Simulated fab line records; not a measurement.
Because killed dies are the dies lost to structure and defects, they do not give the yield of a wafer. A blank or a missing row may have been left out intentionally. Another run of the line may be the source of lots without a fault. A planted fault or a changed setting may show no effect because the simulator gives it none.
One fault seen from 2 desks | flow berkeley-cmos170 | every desk sees just its own numbers, and what lay behind them comes last

== TOOL OWNER'S DESK, pvd-sputter-02 ==
The tool's own readings at UCB170_M3_SPUTTER_01 (material Al, target thk 900 nm, time 120 s): means of the sampled wafers that have a number, for each lot that ran on this tool. A lot is out of limits, marked OUT, if its mean lies more than 4 standard deviations from the usual mean; the brackets give that distance.
Columns: A = chamber-pressure-pa at UCB170_M3_SPUTTER_01, usual 0.4999 Pa; B = throttle-valve-pct at UCB170_M3_SPUTTER_01, usual 29.5 %
lot  | first seen here | A      | B
L659 | day 10 03:08    | 0.4987 | 29.6
L655 | day 10 05:49    | 0.4985 | 28.6
L656 | day 10 06:35    | 0.5009 | 28.8
L664 | day 10 16:29    | 0.5002 | 28.4
L670 | day 12 07:43    | 0.4985 | 29.2
This desk found nothing out of limits on any of the 5 lots.

== METROLOGY DESK ==
Lot by lot, what the gauges showed, no matter which tool ran the lot: averages of those sampled wafers that carry a number. A lot is out of limits, marked OUT, if its mean lies more than 4 standard deviations from the usual mean; the brackets give that distance.
Columns: A = cd-nm at UCB170_NLDD_CD_MEAS_06, usual 1199.8 nm; B = NLDD_TW at UCB170_NLDD_TW_MEAS_11, usual 2203
lot  | first seen here | A      | B
L653 | day 7 12:58     | 1199.3 | 2207
L654 | day 7 14:49     | 1200.0 | 2203
L660 | day 8 13:53     | 1199.6 | 2217
L655 | day 8 14:23     | 1197.9 | 2194
L659 | day 8 14:37     | 1199.3 | 2210
L662 | day 8 14:44     | 1199.0 | 2227
L661 | day 8 15:00     | 1199.6 | 2191
L656 | day 8 15:02     | 1200.4 | 2214
L664 | day 9 05:21     | 1201.6 | 2187
L670 | day 11 01:38    | 1202.9 | 2222
L672 | day 11 14:04    | 1200.8 | 2190
L674 | day 11 14:39    | 1200.3 | 2219
L676 | day 11 15:59    | 1202.4 | 2227
This desk found nothing out of limits on any of the 13 lots.

== ALL TOGETHER ==
Nothing out of limits was seen by the tool owner's desk.
Nothing out of limits was seen by the metrology desk.

== WHAT THE SIMULATOR HAD PUT IN ==
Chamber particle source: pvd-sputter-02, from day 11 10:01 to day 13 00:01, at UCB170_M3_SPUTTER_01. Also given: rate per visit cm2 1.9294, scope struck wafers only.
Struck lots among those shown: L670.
